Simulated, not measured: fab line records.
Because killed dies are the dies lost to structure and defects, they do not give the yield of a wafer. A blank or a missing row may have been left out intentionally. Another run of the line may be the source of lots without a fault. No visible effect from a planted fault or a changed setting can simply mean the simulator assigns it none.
A lot that was struck, set against a sound lot || flow ritCmos || 17 out of 202 route steps
Sound: wafers L422.1, L422.5, L422.6. The struck wafers were L434.4, L434.5, L434.6. Last of all comes the cause.
Order at every step that has rows: each side's tool, ch and its chambers, its first start. Under that, the readings that differ: sound wafers || struck wafers || difference of the means || sigmas: that difference in standard deviations of wafers without a fault.
alike: readings whose means differ by less than 2 such deviations, and words and numbers that are the same on both sides. not compared: withheld readings, readings that some wafer has no value for, bounds like >300 that may hide the same value, and numbers for which the record gives no deviation and whose values overlap.
A row with sigmas, a row that says differs or no value, or rows on one side alone: a step with any of these is where the two part. Numbers that have no deviation but don't overlap get no sigmas and don't part them. A reading missing from all wafers of one side parts the sides only when that side holds two or more wafers.

first, 1 step without rows for these wafers: RIT_PRETRO_DEVELOP_05 (develop time 68 s).
RIT_PRETRO_OVL_MEAS_06:
  sound: overlay-02 at day 2 17:43; struck: overlay-01 at day 5 04:40
  alike: PRETRO_OVL
then, 2 steps without rows for these wafers: RIT_PRETRO_HARDBAKE_07 (time 120 s); RIT_PRETRO_IMPLANT_08.
RIT_PRETRO_STRIP_09: strips in O2, time 180 s.
  sound on plasmaAsher-03 ch 0,1, day 2 18:09; struck on plasmaAsher-01 ch 0,1, day 5 05:09
  alike: chamberPressureMTorr, drypumpMotorCurrentA
  not compared: rfHoursCounterH
RIT_PRETRO_TW_MEAS_10:
  sound: filmMetro-02 at day 2 18:19; struck: filmMetro-04 at day 5 05:18
  alike: PRETRO_TW
then, 5 steps without rows for these wafers: RIT_GATE_WET_ETCH_00 (etches SiO2 in BOE, target depth 56 nm, time 60 s); RIT_GATE_CLEAN_01 (cleans in SC1, time 600 s); RIT_GATE_CLEAN_02 (cleans in dHF, time 30 s); RIT_GATE_CLEAN_03 (cleans in SC2, time 600 s); RIT_GATE_CLEAN_04 (cleans in dHF, time 60 s).
RIT_FOX2_THK_MEAS_91:
  sound: filmMetro-02 at day 2 19:09; struck: filmMetro-04 at day 5 05:46
  alike: FIELD_OXIDE_LEFT_2_THK
RIT_GATE_OXIDATION_05: target thk 3 nm, ox time 270 s.
  sound on furnace-03 ch 0, day 2 19:22; struck on furnace-03 ch 0, day 5 06:17
{"reading": "spikeTcCentreC (C)", "sound": "904.0 903.6 904.6", "struck": "897.9 897.2 897.9", "difference": -6.4, "sigmas": -6}
{"reading": "tubeCenterTempC (C)", "sound": "899.97 900.07 900.01", "struck": "894.92 895.04 894.99", "difference": -5.03, "sigmas": -58}
{"reading": "tube_center_temp_C_max", "sound": "902.2 902.1 902.6", "struck": "897.1 897.2 897.3", "difference": -5.1, "sigmas": -15}
{"reading": "model.SiO2_of_GATE_OXIDATION_05.thkNm (nm)", "sound": "3.081 3.019 3.008", "struck": "2.783 2.793 2.749", "difference": -0.261, "sigmas": ""}
  alike: spikeTcSourceC
then, 1 step without rows for these wafers: RIT_GATE_ANNEAL_06 (time 600 s).
RIT_GATE_THK_MEAS_07:
  sound: filmMetro-03 at day 2 20:41; struck: filmMetro-03 at day 5 07:38
{"reading": "GATE_OXIDE_THK (nm)", "sound": "3.09 3.03 2.98", "struck": "2.81 2.79 2.75", "difference": -0.25, "sigmas": -4}
then, 1 step without rows for these wafers: RIT_GATE_CVD_08 (deposits poly-Si from SiH4, target thk 250 nm, time 2220 s).
RIT_M1_PROBE_99:
  sound: prober-01 at day 3 20:28; struck: prober-01 at day 6 09:08
{"reading": "model.etest.pmos_0p3.rOnOhmUm", "sound": "6352 6375 6319", "struck": "6064 5952 5917", "difference": -371, "sigmas": ""}
{"reading": "model.etest.nmos_0p3.rOnOhmUm", "sound": "2196 2181 2196", "struck": "2065 2066 2067", "difference": -125, "sigmas": ""}
{"reading": "model.etest.nmos_0p15.driveUaUm", "sound": "444.8 471.9 476.4", "struck": "496.4 488.1 487.7", "difference": "+26.4", "sigmas": ""}
{"reading": "model.etest.nmosNarrow.driveUaUm", "sound": "213.1 219 220.4", "struck": "243.7 246.9 251.7", "difference": "+29.9", "sigmas": ""}
{"reading": "model.etest.nmos_0p3.driveUaUm", "sound": "214.1 218.9 222.4", "struck": "244.9 246 249.8", "difference": "+28.4", "sigmas": ""}
{"reading": "model.etest.pmos_0p15.driveUaUm", "sound": "245.1 253.4 254.9", "struck": "264.8 262.5 262.3", "difference": "+12.1", "sigmas": ""}
{"reading": "model.etest.pmos_0p3.driveUaUm", "sound": "99.13 99.41 100.4", "struck": "109 110.5 112", "difference": "+11", "sigmas": ""}
{"reading": "model.etest.pmosNarrow.driveUaUm", "sound": "99.35 100 100.2", "struck": "108.6 110 113.2", "difference": "+10.8", "sigmas": ""}
  alike: killed_at_M0_to_M3, killedAtFrontEnd, killedDies, killedOnRim, killedOpen, killedShort

WHERE THEY PART
First at RIT_GATE_OXIDATION_05; last, within this record, at RIT_GATE_THK_MEAS_07. Later steps at which nothing parts them and some readings are alike: RIT_M1_PROBE_99.

WHY: the cause the simulator had injected
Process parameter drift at RIT_GATE_OXIDATION_05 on furnace-03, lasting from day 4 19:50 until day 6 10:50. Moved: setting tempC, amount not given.
